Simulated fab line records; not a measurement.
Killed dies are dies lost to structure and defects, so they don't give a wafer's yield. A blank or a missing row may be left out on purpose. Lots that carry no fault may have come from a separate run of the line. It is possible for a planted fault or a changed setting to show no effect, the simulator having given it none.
fab line records | flow rit_cmos
record: lots: 6 | wafers: 18 | last_day: 7
route steps=202 shown FOX2@24 NWELL@28 M1@202
lots that met no fault: taken from a fault-free run of the same line
start_h: the number of hours between the record's first day and the start of the first shown wafer of the lot | wait_h: time in hours since the lot's previous step | " as in the row above | L1.1+2: a single row standing in for several wafers | - either no value or no given start | * or withheld: withheld | < > ~ a bound
route shown NAME@n: NAME is a module with steps in the file, n the number in the route of the first one | usual: the fault-free wafers' mean and standard deviation | same: alike in all rows | chamber/n: place in a boat | sites: per-site readings | _std_site: the values' standard deviation | _edge_site: mean of outer sites minus mean of inner sites | radius_mm: for every site, how far away it sits from the centre of the wafer | mask NAME#n: copy n | behind: the tool/chamber that last shaped the wafer | hold: what put the lot on hold/how long, in hours/how the hold closed | device: the n, p or np transistor that did not switch | end of line: tests run on the same wafers once the route is complete | a step with no rows: only its recipe | killed: not the wafer's yield, but the dies lost to structure and defects at the first sort | map: shows each die of a wafer: x if killed, . if not, _ if none is there
set.NAME: the run value of the setting; set.NAME@STEP: its run value at that earlier step | model.NAME: the simulator's own value behind a step, which no gauge read
certain route steps with their lots: each step a table, each wafer a row
services: from which hour (start_h, from the record's first day; less than 0 if before it) a tool's chamber was out of use, for how many hours, and why
== steps ==
step: RIT_FOX2_THK_MEAS_01
recipe: reads: SiO2_of_FOX2_OXIDATION_00
usual: FOX2_OXIDE_THK: 356/7.8
lot.wafer | tool          | chamber | start_h | wait_h | FOX2_OXIDE_THK[nm]
L509.1    | film_metro-03 | -       | 41.23   | 0.0    | 372
L509.2    | "             | -       | "       | "      | 366
L509.6    | "             | -       | "       | "      | 365
L513.1    | film_metro-04 | -       | 60.72   | 0.0    | 363
L513.2    | "             | -       | "       | "      | 365
L513.4    | "             | -       | "       | "      | 362
L515.1    | film_metro-03 | -       | 75.24   | 0.0    | 359
L515.4    | "             | -       | "       | "      | 352
L515.6    | "             | -       | "       | "      | 360
L517.3    | film_metro-01 | -       | 79.16   | 0.0    | 352
L517.4    | "             | -       | "       | "      | 345
L517.5    | "             | -       | "       | "      | 355
L521.2    | film_metro-01 | -       | 99.91   | 0.0    | 360
L521.3    | "             | -       | "       | "      | 361
L521.4    | "             | -       | "       | "      | 361
L525.1    | film_metro-04 | -       | 124.32  | 0.0    | 350
L525.5    | "             | -       | "       | "      | 351
L525.6    | "             | -       | "       | "      | 356
step: RIT_FOX2_CLEAN_02
recipe: chemistry: dHF | dilution: 50:1 | time_s: 180
step: RIT_FOX2_WET_ETCH_03
recipe: chemistry: H3PO4 | target: Si3N4 | target_depth_nm: 195 | temp_c: 165 | time_s: 2700
step: RIT_FOX2_THK_MEAS_90
recipe: reads: SiO2_of_FOX2_OXIDATION_00
usual: FIELD_OXIDE_LEFT_1_THK: 329/7.9
lot.wafer | tool          | chamber | start_h | wait_h | FIELD_OXIDE_LEFT_1_THK[nm]
L509.1    | film_metro-04 | -       | 42.12   | 0.0    | 345
L509.2    | "             | -       | "       | "      | 339
L509.6    | "             | -       | "       | "      | 338
L513.1    | film_metro-01 | -       | 61.60   | 0.0    | 335
L513.2    | "             | -       | "       | "      | 337
L513.4    | "             | -       | "       | "      | 334
L515.1    | film_metro-04 | -       | 76.12   | 0.0    | 331
L515.4    | "             | -       | "       | "      | 325
L515.6    | "             | -       | "       | "      | 332
L517.3    | film_metro-01 | -       | 80.04   | 0.0    | 325
L517.4    | "             | -       | "       | "      | 318
L517.5    | "             | -       | "       | "      | 328
L521.2    | film_metro-04 | -       | 100.80  | 0.0    | 333
L521.3    | "             | -       | "       | "      | 333
L521.4    | "             | -       | "       | "      | 333
L525.1    | film_metro-01 | -       | 125.27  | 0.0    | 323
L525.5    | "             | -       | "       | "      | 324
L525.6    | "             | -       | "       | "      | 329
step: RIT_NWELL_HMDS_00
recipe: prime_time_s: 60 | prime_temp_c: 140
step: RIT_NWELL_COAT_01
recipe: resist: NOVOLAK | spin_rpm: 2000 | resist_thk_nm: 1300
step: RIT_NWELL_SOFTBAKE_02
recipe: resist: NOVOLAK | temp_c: 90 | time_s: 60
step: RIT_NWELL_EXPOSE_03
recipe: mask_id: M2 | na: 0.57 | target_cd_nm: 43900 | dose_mj: 250
step: RIT_NWELL_PEB_04
recipe: resist: NOVOLAK | temp_c: withheld | time_s: withheld
step: RIT_NWELL_DEVELOP_05
recipe: resist: NOVOLAK | develop_time_s: 68 | dev_temp_c: 23
step: RIT_NWELL_OVL_MEAS_06
usual: NWELL_OVL: 0.8/1.4
lot.wafer | tool       | chamber | start_h | wait_h | NWELL_OVL[nm]
L509.1    | overlay-01 | -       | 43.06   | -      | 1.4
L509.2    | "          | -       | "       | "      | -1.2
L509.6    | "          | -       | "       | "      | -0.4
L513.1    | overlay-01 | -       | 62.54   | -      | 0.4
L513.2    | "          | -       | "       | "      | -1.7
L513.4    | "          | -       | "       | "      | 0.2
L515.1    | overlay-01 | -       | 77.30   | -      | 2.1
L515.4    | "          | -       | "       | "      | 0.7
L515.6    | "          | -       | "       | "      | 3.0
L517.3    | overlay-01 | -       | 81.12   | -      | 1.0
L517.4    | "          | -       | "       | "      | 0.2
L517.5    | "          | -       | "       | "      | 2.9
L521.2    | overlay-01 | -       | 101.97  | -      | 0.4
L521.3    | "          | -       | "       | "      | 0.0
L521.4    | "          | -       | "       | "      | -0.2
L525.1    | overlay-02 | -       | 126.27  | -      | -0.5
L525.5    | "          | -       | "       | "      | 0.9
L525.6    | "          | -       | "       | "      | 3.0
step: RIT_NWELL_HARDBAKE_07
recipe: resist: NOVOLAK | temp_c: 140 | time_s: 120
step: RIT_NWELL_IMPLANT_08
recipe: species: P | energy_kev: 170 | dose_cm2: 5e+13 | tilt_deg: 7
usual: beam_energy_keV: 170.01/0.048 | beam_on_s: 10.02/0.21
lot.wafer | tool         | chamber | start_h | wait_h | beam_energy_keV | beam_on_s | model.implant.drp_nm
L509.1    | implanter-01 | 0       | 43.34   | 0.2    | 169.99          | 9.99      | 68.82
L509.2    | "            | 0       | "       | "      | 170.03          | 10.33     | 68.82
L509.6    | "            | 0       | "       | "      | 170.00          | 10.20     | 68.82
L513.1    | implanter-03 | 0       | 62.83   | 0.2    | 170.01          | 10.40     | 68.82
L513.2    | "            | 0       | "       | "      | 170.02          | 9.82      | 68.82
L513.4    | "            | 0       | "       | "      | 170.04          | 10.15     | 68.82
L515.1    | implanter-02 | 0       | 77.59   | 0.2    | 170.04          | 10.13     | 68.82
L515.4    | "            | 0       | "       | "      | 169.97          | 10.02     | 68.82
L515.6    | "            | 0       | "       | "      | 169.96          | 10.06     | 68.82
L517.3    | implanter-03 | 0       | 81.44   | 0.2    | 173.58          | 9.75      | 69.89
L517.4    | "            | 0       | "       | "      | 173.49          | 10.07     | 69.89
L517.5    | "            | 0       | "       | "      | 173.52          | 10.04     | 69.89
L521.2    | implanter-03 | 0       | 102.28  | 0.2    | 173.49          | 9.95      | 69.89
L521.3    | "            | 0       | "       | "      | 173.52          | 10.06     | 69.89
L521.4    | "            | 0       | "       | "      | 173.57          | 9.89      | 69.89
L525.1    | implanter-02 | 0       | 126.56  | 0.2    | 170.01          | 9.87      | 68.82
L525.5    | "            | 0       | "       | "      | 170.00          | 9.79      | 68.82
L525.6    | "            | 0       | "       | "      | 169.99          | 9.86      | 68.82
step: RIT_NWELL_STRIP_09
recipe: chemistry: O2 | time_s: 180 | resist: NOVOLAK | platen_temp_c: withheld | power_w: 500 | pressure_mtorr: 4000 | o2_flow_sccm: 4000
usual: drypump_motor_current_A: 6.0/0.46
lot.wafer | tool            | chamber | start_h | wait_h | drypump_motor_current_A | rf_hours_counter_h
L509.1    | plasma_asher-04 | 1       | 43.49   | 0.1    | 6.4                     | 40
L509.2    | "               | 0       | "       | "      | 5.8                     | 40
L509.6    | "               | 1       | "       | "      | 6.4                     | -
L513.1    | plasma_asher-04 | 1       | 62.98   | 0.1    | 6.5                     | 42
L513.2    | "               | 0       | "       | "      | 5.8                     | 42
L513.4    | "               | 0       | "       | "      | 5.8                     | -
L515.1    | plasma_asher-02 | 0       | 77.74   | 0.1    | 6.5                     | 29
L515.4    | "               | 1       | "       | "      | 5.1                     | -
L515.6    | "               | 0       | "       | "      | 6.5                     | -
L517.3    | plasma_asher-04 | 0       | 81.60   | 0.1    | 5.8                     | -
L517.4    | "               | 1       | "       | "      | 6.4                     | -
L517.5    | "               | 0       | "       | "      | 5.8                     | -
L521.2    | plasma_asher-02 | 0       | 102.40  | 0.1    | 6.5                     | 32
L521.3    | "               | 0       | "       | "      | 6.5                     | -
L521.4    | "               | 1       | "       | "      | 5.1                     | -
L525.1    | plasma_asher-03 | 1       | 126.71  | 0.1    | 5.6                     | 49
L525.5    | "               | 1       | "       | "      | 5.6                     | -
L525.6    | "               | 0       | "       | "      | 6.1                     | -
step: RIT_M1_PROBE_99
usual: killed_at_contacts: 0.1/0.23 | killed_at_front_end: 7/3 | killed_dies: 7/3 | killed_open: 3.3/2.1 | killed_short: 3.7/1.9
same: gross_dies: 264 | killed_at_M0_to_M3: 0 | killed_at_M4_up: 0 | killed_at_back_side: 0 | killed_at_other: 0
lot.wafer | tool      | chamber | start_h | wait_h | killed_at_contacts | killed_at_front_end | killed_dies | killed_open | killed_short
L509.1    | prober-02 | -       | 86.48   | 0.1    | 0                  | 4                   | 4           | 3           | 1
L509.2    | prober-02 | -       | 86.53   | 0.1    | 0                  | 2                   | 2           | 2           | 0
L509.6    | prober-02 | -       | 86.73   | 0.2    | 0                  | 5                   | 5           | 2           | 3
L513.1    | prober-02 | -       | 100.80  | 0.1    | 0                  | 5                   | 5           | 2           | 3
L513.2    | prober-02 | -       | 100.85  | 0.1    | 0                  | 4                   | 4           | 0           | 4
L513.4    | prober-02 | -       | 100.95  | 0.2    | 0                  | 3                   | 3           | 1           | 2
L515.1    | prober-02 | -       | 115.33  | 0.1    | 0                  | 8                   | 8           | 4           | 4
L515.4    | prober-02 | -       | 115.48  | 0.2    | 0                  | 10                  | 10          | 4           | 6
L515.6    | prober-02 | -       | 115.58  | 0.2    | 0                  | 15                  | 15          | 10          | 5
L517.3    | prober-02 | -       | 119.78  | 0.2    | 0                  | 7                   | 7           | 4           | 3
L517.4    | prober-02 | -       | 119.83  | 0.2    | 0                  | 8                   | 8           | 3           | 5
L517.5    | prober-02 | -       | 119.88  | 0.2    | 1                  | 5                   | 6           | 1           | 5
L521.2    | prober-02 | -       | 144.69  | 0.1    | 0                  | 6                   | 6           | 4           | 2
L521.3    | prober-02 | -       | 144.74  | 0.2    | 0                  | 7                   | 7           | 7           | 0
L521.4    | prober-02 | -       | 144.79  | 0.2    | 0                  | 4                   | 4           | 2           | 2
L525.1    | prober-02 | -       | 177.26  | 0.1    | 0                  | 14                  | 14          | 7           | 7
L525.5    | prober-02 | -       | 177.46  | 0.2    | 0                  | 6                   | 6           | 3           | 3
L525.6    | prober-02 | -       | 177.51  | 0.2    | 0                  | 8                   | 8           | 2           | 6
killed by level:class
L509.1 GATE:geometric_particle:open=2 GATE:geometric_particle:short=1 SPACER:geometric_particle:open=1
L509.2 FOX1:geometric_particle:open=1 SILICIDE:geometric_particle:open=1
L509.6 FOX1:geometric_particle:short=1 FOX1:geometric_particle:open=1 GATE:geometric_particle:short=1 SPACER:geometric_particle:short=1 SPACER:geometric_particle:open=1
L513.1 FOX1:geometric_particle:open=1 FOX1:geometric_particle:short=1 GATE:geometric_particle:open=1 GATE:geometric_particle:short=1 SPACER:geometric_particle:short=1
L513.2 GATE:geometric_particle:short=2 FOX1:geometric_particle:short=1 FOX2:geometric_particle:short=1
L513.4 GATE:geometric_particle:short=1 SPACER:geometric_particle:open=1 SPACER:geometric_particle:short=1
L515.1 FOX1:geometric_particle:short=2 GATE:geometric_particle:open=2 SILICIDE:geometric_particle:open=2 SPACER:geometric_particle:short=1 SILICIDE:geometric_particle:short=1
L515.4 REOX:geometric_particle:open=3 FOX1:geometric_particle:short=2 GATE:geometric_particle:short=2 SILICIDE:geometric_particle:short=2 SILICIDE:geometric_particle:open=1
L515.6 SPACER:geometric_particle:open=3 FOX1:geometric_particle:short=2 FOX1:geometric_particle:open=2 GATE:geometric_particle:open=2 REOX:geometric_particle:open=2 SPACER:geometric_particle:short=2 FOX2:geometric_particle:open=1 GATE:geometric_particle:short=1
L517.3 GATE:geometric_particle:short=2 REOX:geometric_particle:open=2 FOX1:geometric_particle:open=1 GATE:geometric_particle:open=1 SILICIDE:geometric_particle:short=1
L517.4 FOX1:geometric_particle:short=2 REOX:geometric_particle:short=2 SPACER:geometric_particle:open=2 REOX:geometric_particle:open=1 SPACER:geometric_particle:short=1
L517.5 SILICIDE:geometric_particle:short=3 FOX1:geometric_particle:short=1 REOX:geometric_particle:open=1 CONTACT:geometric_particle:short=1
L521.2 GATE:geometric_particle:open=2 SPACER:geometric_particle:open=2 GATE:geometric_particle:short=1 REOX:geometric_particle:short=1
L521.3 GATE:geometric_particle:open=3 FOX2:geometric_particle:open=2 FOX1:geometric_particle:open=1 SILICIDE:geometric_particle:open=1
L521.4 GATE:geometric_particle:open=2 SPACER:geometric_particle:short=2
L525.1 FOX1:geometric_particle:open=3 GATE:geometric_particle:short=3 REOX:geometric_particle:open=3 SPACER:geometric_particle:short=2 FOX2:geometric_particle:short=1 GATE:geometric_particle:open=1 SILICIDE:geometric_particle:short=1
L525.5 GATE:geometric_particle:open=2 GATE:geometric_particle:short=2 SPACER:geometric_particle:open=1 SILICIDE:geometric_particle:short=1
L525.6 GATE:geometric_particle:short=3 REOX:geometric_particle:short=2 FOX2:geometric_particle:short=1 GATE:geometric_particle:open=1 REOX:geometric_particle:open=1
== services ==
tool            | chamber | start_h | hours | kind
implanter-02    | -       | 38.81   | 0.6   | repair
implanter-02    | -       | 51.31   | 1.7   | repair
implanter-03    | -       | 53.99   | 5.0   | repair
implanter-02    | -       | 57.66   | 3.1   | repair
implanter-01    | -       | 66.37   | 3.4   | repair
plasma_asher-04 | -       | 108.75  | 9.0   | pm
plasma_asher-04 | 0       | 108.75  | 9.0   | vent_cycle
plasma_asher-04 | 1       | 108.75  | 9.0   | vent_cycle
plasma_asher-02 | -       | 114.45  | 7.6   | repair
plasma_asher-04 | 0       | 117.75  | -     | clean
plasma_asher-04 | 1       | 117.75  | -     | clean
== key ==
first_sign: step: RIT_NWELL_IMPLANT_08 | reading: beam_energy_keV | direction: up | sigmas: 73 | usual: 170.01 | struck: 173.53
effect none on later readings
model_effect: step: RIT_NWELL_IMPLANT_08 | value: implant.drp_nm | without: 68.82 | struck: 69.89
met_at RIT_NWELL_IMPLANT_08
struck_wafers L517.3,L517.4,L517.5,L521.2,L521.3,L521.4
tester_left_out L517,L521
onset_between 62.83 81.44
fault: kind: process_parameter_drift | tool: implanter-03 | chamber: - | onset_h: 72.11 | steps: RIT_NWELL_IMPLANT_08 | channel: energy_kev | offset: 3.5124 | shape: step | end_h: 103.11 | acts_in: these_recipes_only | stated: 170
tester_left_out: of these lots the tester's yield and bins aren't shown, on N5 and GAA mostly nor the transistor test; their killed dies are dies lost to structure and defects alone, not to doping, threshold or leakage, so they don't give the yield
